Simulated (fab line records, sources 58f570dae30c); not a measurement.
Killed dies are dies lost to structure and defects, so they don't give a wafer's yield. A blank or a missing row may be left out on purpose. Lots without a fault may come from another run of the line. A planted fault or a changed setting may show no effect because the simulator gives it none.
fab line records | flow berkeley_cmos170
record lots=14 wafers=42 last_day=12
route steps=331 shown NWELL@17 PWELL@51 PVT@124
lots that met no fault: from a run of the same line without faults
start_h: hours from the record's first day to the start of the lot's first wafer shown | wait_h: hours since the lot's step before | " the same as in the row above | L1.1+2: a row that stands for several wafers | - no value, or no start given | * or withheld: withheld | < > ~ a bound
route shown NAME@n: a module of which the file shows steps, and the number in the route of the first | usual: mean/standard deviation of fault-free wafers | same: alike in all rows | chamber/n: place in a boat | sites: the reading at each site | _std_site: their standard deviation | _edge_site: outer sites' mean less inner sites' | radius_mm: how far each site lies from the wafer's centre | mask NAME#n: copy n | behind: the tool/chamber that last shaped the wafer | hold: why the lot was held/for how many hours/how that ended | device: the transistor (n, p or np) that didn't switch | end of line: the same wafers' tests at the end of the route | a step without rows: its recipe alone | killed: dies lost to structure and defects at the first sort, not the wafer's yield | map: a wafer's dies, x killed, . not, _ none there
set.NAME: the setting as run; set.NAME@STEP: as run at that earlier step | model.NAME: the simulator's own value behind a step, which no gauge read
steps of the route over a sample of lots; a table a step, a row a wafer
services: from which hour (start_h, from the record's first day; less than 0 if before it) a tool's chamber was out of use, for how many hours, and why
## steps
# step UCB170_NWELL_ANNEAL_03
# recipe temp_c=1000 time_s=900 ambient=N2
# usual spike_tc_centre_C=1003.5/1.1 spike_tc_load_C=1028.8/2.6 zone_power_source_pct=33.5/2.6
# columns lot.wafer tool chamber start_h wait_h spike_tc_centre_C spike_tc_load_C zone_power_source_pct
L956.1 furnace-02 0 24.88 3.0 1003.2 1029.6 31.1
L956.2 " 0 " " 1004.2 1025.9 30.7
L956.4 " 0 " " 1003.8 1028.4 30.9
L957.1 furnace-01 0 32.21 3.3 1002.8 1031.3 34.7
L957.2 " 0 " " 1003.5 1032.2 34.0
L957.3 " 0 " " 1001.7 1032.0 33.7
L958.2 furnace-01 0 38.31 3.7 1001.6 1030.8 34.2
L958.5 " 0 " " 1001.9 1030.6 34.5
L958.6 " 0 " " 1003.1 1031.6 33.1
L959.1 furnace-02 0 44.15 3.7 1004.4 1029.6 31.5
L959.2 " 0 " " 1004.4 1029.1 31.1
L959.4 " 0 " " 1006.5 1028.1 30.7
L960.1 furnace-02 0 44.15 3.7 1004.7 1030.6 31.1
L960.3 " 0 " " 1002.8 1028.2 31.3
L960.5 " 0 " " 1003.6 1027.5 31.7
L961.3 furnace-02 0 52.07 1.7 1001.9 1027.4 31.4
L961.4 " 0 " " 1002.5 1029.1 31.3
L961.6 " 0 " " 1004.7 1028.9 31.2
L962.1 furnace-04 0 57.07 2.7 1002.2 1026.8 37.9
L962.4 " 0 " " 1004.0 1025.3 37.8
L962.5 " 0 " " 1002.0 1024.6 38.2
L963.2 furnace-02 0 61.75 4.7 1003.9 1027.4 31.2
L963.3 " 0 " " 1005.7 1028.7 31.2
L963.6 " 0 " " 1004.4 1029.7 31.2
L969.1 furnace-02 - 93.35 1.8 - - -
L969.3 " - " " - - -
L969.6 " - " " - - -
L970.1 furnace-02 - 93.35 1.8 - - -
L970.2 " - " " - - -
L970.6 " - " " - - -
L976.3 furnace-01 0 134.15 5.2 1002.8 1031.9 34.1
L976.4 " 0 " " 1002.2 1030.3 34.2
L976.5 " 0 " " 1003.0 1032.6 33.7
L977.3 furnace-01 0 134.15 5.2 1003.6 1030.6 33.6
L977.4 " 0 " " 1003.4 1031.9 33.9
L977.5 " 0 " " 1002.9 1032.0 34.2
L978.2 furnace-02 0 139.36 1.3 1003.8 1028.3 30.8
L978.3 " 0 " " 1003.8 1026.5 31.0
L978.4 " 0 " " 1003.0 1029.1 31.0
L979.1 furnace-02 0 139.36 1.3 1001.9 1028.8 31.1
L979.4 " 0 " " 1002.9 1027.3 31.4
L979.5 " 0 " " 1003.9 1027.1 31.3
# step UCB170_NWELL_STRIP_15
# recipe chemistry=O2 power_w=400 pressure_mtorr=3500 platen_temp_c=withheld o2_flow_sccm=400 overash_fraction=0.5
# usual drypump_motor_current_A=5.83/0.14 o2_flow_sccm=400.0/1.2 oes_product_au=0.721/0.0043 strip_time_to_endpoint_s=18.01/0.078
# columns lot.wafer tool chamber start_h wait_h drypump_motor_current_A o2_flow_sccm oes_product_au rf_hours_counter_h strip_time_to_endpoint_s
L956.1 plasma_asher-01 0 29.59 0.1 5.92 399.8 0.719 34 18.01
L956.2 " 1 " " 5.95 396.8 0.717 34 17.96
L956.4 " 0 " " 5.90 400.3 0.719 - 17.96
L957.1 plasma_asher-04 1 36.58 0.1 5.80 400.8 0.720 24 17.99
L957.2 " 0 " " 5.63 400.5 0.728 24 18.04
L957.3 " 1 " " 5.75 398.9 0.715 - 18.03
L958.2 plasma_asher-02 0 43.70 0.1 5.64 400.4 0.716 33 18.03
L958.5 " 0 " " 5.64 399.3 0.720 - 18.03
L958.6 " 1 " " 6.00 400.7 0.717 - 17.89
L960.1 plasma_asher-01 0 48.57 0.1 5.90 398.1 0.726 36 18.03
L960.3 " 0 " " 5.87 398.9 0.716 - 18.00
L960.5 " 1 " " 5.98 399.4 0.725 - 18.10
L959.1 plasma_asher-02 1 48.81 0.1 6.01 400.9 0.720 33 18.03
L959.2 " 0 " " 5.68 400.7 0.719 33 18.04
L959.4 " 1 " " 6.02 401.7 0.723 - 18.07
L961.3 plasma_asher-02 0 57.00 0.1 5.72 400.3 0.716 - 17.84
L961.4 " 1 " " 6.02 400.2 0.723 - 18.04
L961.6 " 0 " " 5.70 401.5 0.719 - 18.09
L962.1 plasma_asher-02 1 61.57 0.1 5.99 399.1 0.724 35 17.93
L962.4 " 0 " " 5.69 399.4 0.718 - 17.87
L962.5 " 1 " " 6.03 398.5 0.718 - 17.96
L963.2 plasma_asher-02 0 66.25 0.1 5.74 400.0 0.719 36 18.13
L963.3 " 0 " " 5.73 400.8 0.724 - 18.03
L963.6 " 0 " " 5.70 402.4 0.719 - 18.03
L969.1 plasma_asher-02 1 98.42 0.1 6.02 399.7 0.724 39 18.04
L969.3 " 1 " " 5.99 400.3 0.724 - 17.99
L969.6 " 1 " " 5.99 396.3 0.721 - 18.11
L970.1 plasma_asher-02 1 98.89 0.1 6.04 399.5 0.716 39 17.90
L970.2 " 0 " " 5.66 400.3 0.724 39 17.95
L970.6 " 1 " " 6.03 399.3 0.726 - 18.03
L977.3 plasma_asher-02 1 142.35 0.1 5.99 400.0 0.729 - 18.15
L977.4 " 0 " " 5.66 398.7 0.724 - 18.08
L977.5 " 1 " " 6.04 399.2 0.715 - 18.06
L976.3 plasma_asher-01 1 142.74 0.1 5.97 397.9 0.723 - 18.00
L976.4 " 0 " " 5.88 399.7 0.720 - 17.93
L976.5 " 1 " " 5.96 401.0 0.717 - 18.05
L979.1 plasma_asher-04 1 144.67 0.1 5.78 402.5 0.718 34 18.06
L979.4 " 1 " " 5.75 401.0 0.725 - 17.97
L979.5 " 0 " " 5.68 401.0 0.724 - 18.03
L978.2 plasma_asher-02 1 144.82 0.1 5.99 399.6 0.720 44 18.09
L978.3 " 1 " " 6.00 398.5 0.713 - 18.04
L978.4 " 0 " " 5.65 398.3 0.720 - 18.09
# step UCB170_PWELL_TW_MEAS_17
# usual PWELL_TW=380/3.7
# columns lot.wafer tool chamber start_h wait_h PWELL_TW
L956.1 film_metro-02 - 55.65 0.1 380
L956.2 " - " " 382
L956.4 " - " " 378
L957.1 film_metro-04 - 57.18 0.1 374
L957.2 " - " " 372
L957.3 " - " " 372
L959.1 film_metro-02 - 64.11 0.1 381
L959.2 " - " " 381
L959.4 " - " " 382
L958.2 film_metro-01 - 64.13 0.1 380
L958.5 " - " " 380
L958.6 " - " " 380
L960.1 film_metro-02 - 64.38 0.1 383
L960.3 " - " " 380
L960.5 " - " " 381
L961.3 film_metro-01 - 77.45 0.1 382
L961.4 " - " " 379
L961.6 " - " " 382
L962.1 film_metro-01 - 82.03 0.1 381
L962.4 " - " " 381
L962.5 " - " " 382
L963.2 film_metro-01 - 86.70 0.1 381
L963.3 " - " " 380
L963.6 " - " " 379
L976.3 film_metro-04 - 159.92 0.1 377
L976.4 " - " " 376
L976.5 " - " " 374
L977.3 film_metro-01 - 159.98 0.1 377
L977.4 " - " " 378
L977.5 " - " " 381
L978.2 film_metro-04 - 165.63 0.1 375
L978.3 " - " " 377
L978.4 " - " " 372
L979.1 film_metro-02 - 166.28 0.1 387
L979.4 " - " " 385
L979.5 " - " " 384
# step UCB170_PVT_TW_MEAS_09
# usual PVT_TW=504/6.8
# columns lot.wafer tool chamber start_h wait_h PVT_TW
L957.1 film_metro-04 - 122.43 0.1 497
L957.2 " - " " 500
L957.3 " - " " 497
L956.1 film_metro-02 - 122.87 0.1 516
L956.2 " - " " 513
L956.4 " - " " 513
L958.2 film_metro-02 - 128.59 0.1 511
L958.5 " - " " 514
L958.6 " - " " 513
L960.1 film_metro-01 - 128.86 0.1 504
L960.3 " - " " 503
L960.5 " - " " 505
L959.1 film_metro-04 - 129.08 0.1 497
L959.2 " - " " 496
L959.4 " - " " 500
L961.3 film_metro-04 - 135.58 0.1 497
L961.4 " - " " 498
L961.6 " - " " 498
L962.1 film_metro-04 - 135.80 0.1 497
L962.4 " - " " 497
L962.5 " - " " 499
L963.2 film_metro-01 - 149.05 0.1 509
L963.3 " - " " 507
L963.6 " - " " 503
L979.1 film_metro-04 - 227.72 0.1 496
L979.4 " - " " 497
L979.5 " - " " 498
L978.2 film_metro-01 - 227.75 0.1 504
L978.3 " - " " 504
L978.4 " - " " 502
L976.3 film_metro-02 - 228.01 0.1 513
L976.4 " - " " 511
L976.5 " - " " 512
L977.3 film_metro-02 - 228.12 0.1 514
L977.4 " - " " 513
L977.5 " - " " 514
## services
# columns tool chamber start_h hours kind
plasma_asher-02 - 6.35 2.8 pm
furnace-02 - 21.83 1.8 pm
plasma_asher-04 - 55.54 19.6 repair
furnace-01 - 56.58 3.8 pm
furnace-01 - 59.45 22.2 repair
furnace-04 - 62.57 4.5 pm
furnace-01 - 87.54 1.5 pm
plasma_asher-01 - 108.75 9.0 pm
plasma_asher-01 0 108.75 9.0 vent_cycle
plasma_asher-01 1 108.75 9.0 vent_cycle
furnace-04 - 114.64 4.1 pm
plasma_asher-01 0 117.75 - clean
plasma_asher-01 1 117.75 - clean
furnace-01 - 122.03 4.2 pm
## key
first_sign step=UCB170_NWELL_ANNEAL_03 reading=tool_record direction=missing
effect none on later readings
met_at UCB170_NWELL_ANNEAL_03
struck_lots L969,L970
later_rows_left_out L969.1,L969.3,L969.6,L970.1,L970.2,L970.6
sort_left_out L969.1,L969.3,L969.6,L970.1,L970.2,L970.6
tester_left_out L969,L970
not_acting_at UCB170_NWELL_STRIP_15,UCB170_PWELL_TW_MEAS_17,UCB170_PVT_TW_MEAS_09
onset_between 61.75 93.35
fault kind=skipped_step_whole tool=furnace-02 chamber=- onset_h=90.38 steps=UCB170_NWELL_ANNEAL_03 scope=struck_lots_only
# tester_left_out: of these lots the tester's yield and bins aren't shown, on N5 and GAA mostly nor the transistor test; their killed dies are dies lost to structure and defects alone, not to doping, threshold or leakage, so they don't give the yield
# sort_left_out: the simulated sort isn't trusted on such a fault, so these wafers' sort isn't shown, and their yield isn't known
# later_rows_left_out: the simulator's readings of these wafers behind a module that went badly wrong aren't trusted and aren't shown, but for the sort
